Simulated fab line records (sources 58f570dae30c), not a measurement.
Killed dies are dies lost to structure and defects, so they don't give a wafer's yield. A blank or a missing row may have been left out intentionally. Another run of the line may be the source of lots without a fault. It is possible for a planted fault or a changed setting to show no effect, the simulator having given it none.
fab line records -- flow berkeley-cmos170
record lots=13, wafers=39, last-day=11
route steps=331 shown SILICIDE@211 CONTACT@222 M2@288 M3@324
lots untouched by any fault: they come from a run of this same line in which no faults occurred
start-h: the number of hours between the record's first day and the start of the first shown wafer of the lot -- wait-h: hours from the lot's prior step to this one -- " unchanged from the row above -- L1.1+2: several wafers, shown together as one row -- - no value, or no start was given -- * or withheld: withheld -- < > ~ a bound
route shown NAME@n: a module of which the file shows steps, and the number in the route of the first -- usual: the fault-free wafers' mean and standard deviation -- same: alike in all rows -- chamber/n: place in a boat -- sites: the reading at each site -- _std_site: standard deviation of those values -- _edge_site: outer sites' mean less inner sites' -- radius-mm: for every site, how far away it sits from the centre of the wafer -- mask NAME#n: copy n -- behind: the tool/chamber that last shaped the wafer -- hold: reason for holding the lot/hours on hold/outcome of the hold -- device: whichever transistor did not switch (one of n, p or np) -- end of line: the same wafers' tests at the end of the route -- a step without rows: its recipe alone -- killed: dies that structure and defects cost at the first sort, which is not the same as the wafer's yield -- map: the dies of a wafer, with x for killed, . for not killed, _ for no die there
set.NAME: the setting that was run; set.NAME@STEP: the one run at that earlier step -- model.NAME: the simulator's own value behind a step, which no gauge read
one table for each step of the route and one row for each wafer, over a sample of lots
services: a tool's chamber out of use, with start hour (start-h, from the record's first day; less than 0 if before it), hours out, and reason
## steps
# step UCB170_SILICIDE_SPUTTER_01
# recipe material=Ti, target-thk-nm=30, time-s=25, power-w=1500, chamber-pressure-pa=0.5
# usual throttle-valve-pct=29.9/0.89
lot.wafer,tool,chamber,start-h,wait-h,throttle-valve-pct
L483.2,pvd-sputter-01,-,131.90,0.0,29.6
L483.3,pvd-sputter-01,-,131.90,0.0,30.7
L483.6,pvd-sputter-01,-,131.90,0.0,29.6
L485.1,pvd-sputter-02,-,146.72,0.0,28.3
L485.4,pvd-sputter-02,-,146.72,0.0,29.8
L485.6,pvd-sputter-02,-,146.72,0.0,30.7
L486.3,pvd-sputter-02,-,156.20,0.0,29.7
L486.5,pvd-sputter-02,-,156.20,0.0,30.9
L486.6,pvd-sputter-02,-,156.20,0.0,29.2
L488.1,pvd-sputter-04,-,156.20,0.0,28.9
L488.2,pvd-sputter-04,-,156.20,0.0,30.5
L488.5,pvd-sputter-04,-,156.20,0.0,28.7
L487.1,pvd-sputter-01,-,156.37,0.0,30.7
L487.4,pvd-sputter-01,-,156.37,0.0,29.6
L487.5,pvd-sputter-01,-,156.37,0.0,29.5
L490.3,pvd-sputter-04,-,169.32,0.0,30.8
L490.4,pvd-sputter-04,-,169.32,0.0,28.7
L490.5,pvd-sputter-04,-,169.32,0.0,31.3
L495.2,pvd-sputter-01,-,192.04,0.0,30.9
L495.4,pvd-sputter-01,-,192.04,0.0,29.5
L495.5,pvd-sputter-01,-,192.04,0.0,30.7
L498.3,pvd-sputter-04,-,206.38,0.0,29.7
L498.4,pvd-sputter-04,-,206.38,0.0,30.6
L498.6,pvd-sputter-04,-,206.38,0.0,28.7
L497.1,pvd-sputter-02,-,206.65,0.0,29.3
L497.3,pvd-sputter-02,-,206.65,0.0,29.8
L497.6,pvd-sputter-02,-,206.65,0.0,30.7
L499.4,pvd-sputter-04,-,220.90,0.0,31.5
L499.5,pvd-sputter-04,-,220.90,0.0,29.6
L499.6,pvd-sputter-04,-,220.90,0.0,31.1
L501.3,pvd-sputter-02,-,226.51,0.0,28.6
L501.4,pvd-sputter-02,-,226.51,0.0,29.9
L501.6,pvd-sputter-02,-,226.51,0.0,29.1
L503.1,pvd-sputter-02,-,236.72,0.0,31.0
L503.2,pvd-sputter-02,-,236.72,0.0,29.1
L503.3,pvd-sputter-02,-,236.72,0.0,29.7
L506.1,pvd-sputter-04,-,236.90,0.0,28.6
L506.3,pvd-sputter-04,-,236.90,0.0,30.9
L506.4,pvd-sputter-04,-,236.90,0.0,29.3
# step UCB170_SILICIDE_RS_MEAS_02
# recipe thk-meas-gauge=four-point-probe, reads=Ti_of_SILICIDE_SPUTTER_01
# usual SILICIDE_TI_RS=25.9/0.37
lot.wafer,tool,chamber,start-h,wait-h,SILICIDE_TI_RS[ohm/sq]
L483.2,film-metro-01,-,131.95,0.0,25.6
L483.3,film-metro-01,-,131.95,0.0,26.1
L483.6,film-metro-01,-,131.95,0.0,25.8
L485.1,film-metro-04,-,146.75,0.0,25.8
L485.4,film-metro-04,-,146.75,0.0,26.2
L485.6,film-metro-04,-,146.75,0.0,25.7
L488.1,film-metro-04,-,156.23,0.0,25.3
L488.2,film-metro-04,-,156.23,0.0,26.2
L488.5,film-metro-04,-,156.23,0.0,25.4
L486.3,film-metro-03,-,156.27,0.1,26.9
L486.5,film-metro-03,-,156.27,0.1,25.6
L486.6,film-metro-03,-,156.27,0.1,25.8
L487.1,film-metro-01,-,156.40,0.0,25.4
L487.4,film-metro-01,-,156.40,0.0,25.6
L487.5,film-metro-01,-,156.40,0.0,25.5
L490.3,film-metro-03,-,169.39,0.1,25.9
L490.4,film-metro-03,-,169.39,0.1,25.8
L490.5,film-metro-03,-,169.39,0.1,26.0
L495.2,film-metro-01,-,192.09,0.0,25.9
L495.4,film-metro-01,-,192.09,0.0,27.3
L495.5,film-metro-01,-,192.09,0.0,26.0
L498.3,film-metro-04,-,206.46,0.1,25.8
L498.4,film-metro-04,-,206.46,0.1,25.6
L498.6,film-metro-04,-,206.46,0.1,25.4
L497.1,film-metro-03,-,206.69,0.0,25.7
L497.3,film-metro-03,-,206.69,0.0,26.2
L497.6,film-metro-03,-,206.69,0.0,26.0
L499.4,film-metro-01,-,221.00,0.1,25.9
L499.5,film-metro-01,-,221.00,0.1,26.7
L499.6,film-metro-01,-,221.00,0.1,26.3
L501.3,film-metro-01,-,226.58,0.1,26.0
L501.4,film-metro-01,-,226.58,0.1,26.8
L501.6,film-metro-01,-,226.58,0.1,25.9
L503.1,film-metro-01,-,236.75,0.0,26.1
L503.2,film-metro-01,-,236.75,0.0,25.7
L503.3,film-metro-01,-,236.75,0.0,26.3
L506.1,film-metro-04,-,236.93,0.0,25.5
L506.3,film-metro-04,-,236.93,0.0,26.0
L506.4,film-metro-04,-,236.93,0.0,26.0
# step UCB170_SILICIDE_THK_MEAS_03
# recipe thk-meas-gauge=xrf, reads=Ti_of_SILICIDE_SPUTTER_01
# usual SILICIDE_TI_THK=30.1/0.38
lot.wafer,tool,chamber,start-h,wait-h,SILICIDE_TI_THK[nm]
L483.2,film-metro-01,-,132.06,0.1,30.3
L483.3,film-metro-01,-,132.06,0.1,29.7
L483.6,film-metro-01,-,132.06,0.1,30.1
L485.1,film-metro-04,-,146.87,0.1,30.3
L485.4,film-metro-04,-,146.87,0.1,29.7
L485.6,film-metro-04,-,146.87,0.1,30.4
L488.1,film-metro-04,-,156.35,0.1,30.8
L488.2,film-metro-04,-,156.35,0.1,29.7
L488.5,film-metro-04,-,156.35,0.1,30.7
L486.3,film-metro-03,-,156.37,0.1,29.3
L486.5,film-metro-03,-,156.37,0.1,30.6
L486.6,film-metro-03,-,156.37,0.1,30.3
L487.1,film-metro-01,-,156.52,0.1,30.6
L487.4,film-metro-01,-,156.52,0.1,30.3
L487.5,film-metro-01,-,156.52,0.1,30.6
L490.3,film-metro-03,-,169.49,0.1,30.3
L490.4,film-metro-03,-,169.49,0.1,30.3
L490.5,film-metro-03,-,169.49,0.1,30.1
L495.2,film-metro-01,-,192.20,0.1,30.1
L495.4,film-metro-01,-,192.20,0.1,28.7
L495.5,film-metro-01,-,192.20,0.1,30.0
L498.3,film-metro-04,-,206.56,0.1,30.1
L498.4,film-metro-04,-,206.56,0.1,30.3
L498.6,film-metro-04,-,206.56,0.1,30.7
L497.1,film-metro-03,-,206.81,0.1,30.5
L497.3,film-metro-03,-,206.81,0.1,29.8
L497.6,film-metro-03,-,206.81,0.1,30.2
L499.4,film-metro-01,-,221.09,0.1,30.1
L499.5,film-metro-01,-,221.09,0.1,29.4
L499.6,film-metro-01,-,221.09,0.1,29.6
L501.3,film-metro-01,-,226.68,0.1,30.0
L501.4,film-metro-01,-,226.68,0.1,29.4
L501.6,film-metro-01,-,226.68,0.1,29.9
L503.1,film-metro-01,-,236.87,0.1,30.0
L503.2,film-metro-01,-,236.87,0.1,30.3
L503.3,film-metro-01,-,236.87,0.1,29.7
L506.1,film-metro-04,-,237.05,0.1,30.6
L506.3,film-metro-04,-,237.05,0.1,30.0
L506.4,film-metro-04,-,237.05,0.1,30.2
# step UCB170_CONTACT_STRIP_06
# recipe chemistry=O2, power-w=400, pressure-mtorr=3500, platen-temp-c=withheld, o2-flow-sccm=400, overash-fraction=0.5
# usual drypump-motor-current-A=5.8/0.49, oes-product-au=0.734/0.0046, strip-time-to-endpoint-s=21.99/0.084
lot.wafer,tool,chamber,start-h,wait-h,drypump-motor-current-A,oes-product-au,rf-hours-counter-h,strip-time-to-endpoint-s
L483.2,plasma-asher-03,0,135.66,0.1,6.3,0.728,37,22.05
L483.3,plasma-asher-03,0,135.66,0.1,6.3,0.730,-,22.08
L483.6,plasma-asher-03,1,135.66,0.1,5.0,0.738,-,21.99
L485.1,plasma-asher-03,1,149.79,0.1,5.0,0.735,38,22.01
L485.4,plasma-asher-03,0,149.79,0.1,6.3,0.724,-,22.04
L485.6,plasma-asher-03,1,149.79,0.1,5.0,0.721,-,22.12
L487.1,plasma-asher-04,1,159.32,0.1,6.1,0.740,46,21.92
L487.4,plasma-asher-04,1,159.32,0.1,6.1,0.738,-,21.95
L487.5,plasma-asher-04,0,159.32,0.1,5.7,0.735,-,21.93
L488.1,plasma-asher-02,0,159.32,0.1,5.7,0.736,45,22.07
L488.2,plasma-asher-02,1,159.32,0.1,5.4,0.739,45,22.14
L488.5,plasma-asher-02,1,159.32,0.1,5.4,0.731,-,22.07
L486.3,plasma-asher-03,0,159.51,0.1,6.3,0.729,-,22.04
L486.5,plasma-asher-03,1,159.51,0.1,5.0,0.733,-,22.07
L486.6,plasma-asher-03,0,159.51,0.1,6.3,0.735,-,22.06
L490.3,plasma-asher-04,0,172.27,0.1,5.8,0.738,-,21.98
L490.4,plasma-asher-04,1,172.27,0.1,6.1,0.739,-,21.99
L490.5,plasma-asher-04,0,172.27,0.1,5.8,0.738,-,21.89
L495.2,plasma-asher-04,0,196.56,0.1,5.8,0.738,51,22.00
L495.4,plasma-asher-04,0,196.56,0.1,5.8,0.730,-,21.98
L495.5,plasma-asher-04,0,196.56,0.1,5.8,0.722,-,21.96
L498.3,plasma-asher-04,1,209.73,0.1,6.1,0.733,-,22.03
L498.4,plasma-asher-04,0,209.73,0.1,5.8,0.735,-,22.03
L498.6,plasma-asher-04,0,209.73,0.1,5.8,0.738,-,22.11
L497.1,plasma-asher-03,1,209.80,0.1,5.0,0.741,45,21.97
L497.3,plasma-asher-03,1,209.80,0.1,5.0,0.735,-,21.95
L497.6,plasma-asher-03,1,209.80,0.1,5.0,0.746,-,21.92
L499.4,plasma-asher-03,0,228.11,0.1,6.3,0.730,-,22.00
L499.5,plasma-asher-03,0,228.11,0.1,6.3,0.735,-,22.04
L499.6,plasma-asher-03,1,228.11,0.1,5.0,0.739,-,21.88
L501.3,plasma-asher-03,1,231.58,0.1,5.1,0.734,-,21.96
L501.4,plasma-asher-03,0,231.58,0.1,6.3,0.739,-,22.00
L501.6,plasma-asher-03,1,231.58,0.1,5.0,0.734,-,21.90
L503.1,plasma-asher-02,0,241.47,0.1,5.7,0.733,55,21.88
L503.2,plasma-asher-02,1,241.47,0.1,5.4,0.727,55,21.88
L503.3,plasma-asher-02,1,241.47,0.1,5.4,0.741,-,21.92
L506.1,plasma-asher-04,1,241.55,0.1,6.1,0.737,56,21.94
L506.3,plasma-asher-04,1,241.55,0.1,6.1,0.737,-,21.91
L506.4,plasma-asher-04,0,241.55,0.1,5.8,0.738,-,21.83
# step UCB170_M2_ETCH_17
# recipe chemistry=N2/H2, target-depth-a=withheld, overetch-a=withheld, target=BARC, time-s=withheld, source-w=500, bias-w=100, pressure-mtorr=30, n2-flow-sccm=100, h2-flow-sccm=200
# usual drypump-motor-current-A=5.9/0.43, oes-product-au=1.013/0.021, throttle-valve-pct=13.26/0.21
lot.wafer,tool,chamber,start-h,wait-h,drypump-motor-current-A,oes-product-au,throttle-valve-pct
L483.2,rie-diel-01,2,150.23,0.0,5.8,1.040,12.94
L483.3,rie-diel-01,1,150.23,0.0,6.2,1.013,13.18
L483.6,rie-diel-01,2,150.23,0.0,5.8,1.042,12.97
L485.1,rie-diel-03,3,161.33,0.0,6.1,0.979,13.30
L485.4,rie-diel-03,2,161.33,0.0,6.2,1.001,13.56
L485.6,rie-diel-03,3,161.33,0.0,6.1,0.974,13.32
L488.1,rie-diel-03,2,171.10,0.0,6.2,1.003,13.55
L488.2,rie-diel-03,0,171.10,0.0,5.0,1.037,13.35
L488.5,rie-diel-03,0,171.10,0.0,5.0,1.026,13.37
L487.1,rie-diel-04,0,171.30,0.0,5.6,1.031,12.98
L487.4,rie-diel-04,2,171.30,0.0,6.3,0.993,13.28
L487.5,rie-diel-04,2,171.30,0.0,6.3,1.002,13.28
L486.3,rie-diel-01,0,171.58,0.0,5.9,0.997,13.47
L486.5,rie-diel-01,3,171.58,0.0,6.4,1.024,13.44
L486.6,rie-diel-01,2,171.58,0.0,5.8,1.044,12.95
L490.3,rie-diel-03,2,185.24,0.0,6.2,0.996,13.57
L490.4,rie-diel-03,3,185.24,0.0,6.1,0.972,13.31
L490.5,rie-diel-03,1,185.24,0.0,5.3,1.027,12.99
L495.2,rie-diel-01,0,207.67,0.0,5.8,0.995,13.48
L495.4,rie-diel-01,2,207.67,0.0,5.8,1.035,12.95
L495.5,rie-diel-01,2,207.67,0.0,5.8,1.024,12.96
L497.1,rie-diel-01,1,222.81,0.0,6.2,1.009,13.19
L497.3,rie-diel-01,0,222.81,0.0,5.9,1.003,13.49
L497.6,rie-diel-01,1,222.81,0.0,6.2,1.017,13.19
L498.3,rie-diel-03,2,223.08,0.0,6.2,1.004,13.56
L498.4,rie-diel-03,0,223.08,0.0,5.0,1.045,13.36
L498.6,rie-diel-03,1,223.08,0.0,5.3,1.032,12.98
L499.4,rie-diel-01,0,245.31,0.0,5.9,0.998,13.48
L499.5,rie-diel-01,1,245.31,0.0,6.2,1.003,13.18
L499.6,rie-diel-01,0,245.31,0.0,5.9,0.997,13.49
L501.3,rie-diel-03,3,245.58,0.0,6.0,0.973,13.31
L501.4,rie-diel-03,1,245.58,0.0,5.3,1.035,12.98
L501.6,rie-diel-03,3,245.58,0.0,6.0,0.977,13.31
L506.1,rie-diel-01,2,258.01,0.0,5.8,1.034,12.94
L506.3,rie-diel-01,1,258.01,0.0,6.2,1.012,13.17
L506.4,rie-diel-01,2,258.01,0.0,5.8,1.021,12.93
L503.1,rie-diel-04,2,258.14,0.0,6.3,1.018,13.28
L503.2,rie-diel-04,0,258.14,0.0,5.6,1.039,12.98
L503.3,rie-diel-04,3,258.14,0.0,6.0,0.969,13.10
# step UCB170_M3_CD_MEAS_15
# recipe target-cd-nm=700
# usual cd-nm=700.2/1.4
lot.wafer,tool,chamber,start-h,wait-h,cd-nm
L483.2,cd-sem-01,-,157.16,-,701.0
L483.3,cd-sem-01,-,157.16,-,700.1
L483.6,cd-sem-01,-,157.16,-,700.4
L485.1,cd-sem-01,-,166.64,-,697.9
L485.4,cd-sem-01,-,166.64,-,698.4
L485.6,cd-sem-01,-,166.64,-,699.9
L488.1,cd-sem-02,-,177.22,-,701.0
L488.2,cd-sem-02,-,177.22,-,701.3
L488.5,cd-sem-02,-,177.22,-,702.8
L487.1,cd-sem-01,-,177.40,-,698.6
L487.4,cd-sem-01,-,177.40,-,698.1
L487.5,cd-sem-01,-,177.40,-,698.3
L486.3,cd-sem-02,-,178.02,-,701.4
L486.5,cd-sem-02,-,178.02,-,702.4
L486.6,cd-sem-02,-,178.02,-,701.5
L490.3,cd-sem-01,-,190.26,-,699.4
L490.4,cd-sem-01,-,190.26,-,700.8
L490.5,cd-sem-01,-,190.26,-,699.5
L495.2,cd-sem-02,-,214.07,-,699.9
L495.4,cd-sem-02,-,214.07,-,699.1
L495.5,cd-sem-02,-,214.07,-,701.2
L497.1,cd-sem-01,-,228.57,-,701.2
L497.3,cd-sem-01,-,228.57,-,700.4
L497.6,cd-sem-01,-,228.57,-,701.6
L498.3,cd-sem-01,-,228.86,-,701.2
L498.4,cd-sem-01,-,228.86,-,700.3
L498.6,cd-sem-01,-,228.86,-,700.3
L499.4,cd-sem-01,-,250.69,-,699.0
L499.5,cd-sem-01,-,250.69,-,698.6
L499.6,cd-sem-01,-,250.69,-,700.9
L501.3,cd-sem-01,-,250.79,-,702.1
L501.4,cd-sem-01,-,250.79,-,701.9
L501.6,cd-sem-01,-,250.79,-,702.1
L506.1,cd-sem-02,-,263.47,-,698.1
L506.3,cd-sem-02,-,263.47,-,696.5
L506.4,cd-sem-02,-,263.47,-,696.8
L503.1,cd-sem-02,-,263.81,-,699.1
L503.2,cd-sem-02,-,263.81,-,700.7
L503.3,cd-sem-02,-,263.81,-,698.9
## services
tool,chamber,start-h,hours,kind
pvd-sputter-01,-,115.33,2.6,repair
plasma-asher-04,-,124.88,0.6,repair
rie-diel-01,0,136.68,-,clean
rie-diel-01,0,136.68,19.3,scheduled-down
rie-diel-01,0,136.68,19.3,vent-cycle
pvd-sputter-04,-,137.23,1.8,repair
rie-diel-04,2,147.36,1.2,repair
rie-diel-03,-,182.64,1.0,repair
rie-diel-03,3,185.49,9.0,repair
pvd-sputter-01,-,199.27,3.1,repair
pvd-sputter-01,3,204.91,-,consumable-replace:kit
pvd-sputter-01,3,204.91,18.0,scheduled-down
pvd-sputter-01,-,206.78,0.5,repair
pvd-sputter-04,-,210.37,6.3,repair
pvd-sputter-02,-,210.42,9.8,repair
rie-diel-01,2,218.03,-,clean
rie-diel-01,2,218.03,17.9,scheduled-down
rie-diel-01,2,218.03,17.9,vent-cycle
rie-diel-03,2,224.49,6.0,repair
rie-diel-04,-,229.03,28.1,pm
rie-diel-01,2,246.30,10.0,repair
rie-diel-01,0,253.06,8.4,repair
rie-diel-01,3,253.29,6.6,repair
rie-diel-04,1,257.63,6.0,repair
## key
first-sign step=UCB170_SILICIDE_RS_MEAS_02, reading=SILICIDE_TI_RS, direction=up, sigmas=4, usual=25.9, struck=27.3
effect step=UCB170_SILICIDE_THK_MEAS_03, reading=SILICIDE_TI_THK, direction=down, sigmas=3.8, usual=30.1, struck=28.7
met-at UCB170_SILICIDE_SPUTTER_01
struck-lots L495
struck-wafers L495.4
tester-left-out L495
not-acting-at UCB170_CONTACT_STRIP_06,UCB170_M2_ETCH_17,UCB170_M3_CD_MEAS_15
fault kind=process-parameter-drift, tool=pvd-sputter-01, chamber=-, onset-h=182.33, steps=UCB170_SILICIDE_SPUTTER_01, channel=target-thk-nm, offset=-1.465, shape=step, end-h=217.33, acts-in=these-recipes-only, stated=30, scope=struck-wafers-only
# tester-left-out: of these lots the tester's yield and bins aren't shown, on N5 and GAA mostly nor the transistor test; their killed dies are dies lost to structure and defects alone, not to doping, threshold or leakage, so they don't give the yield
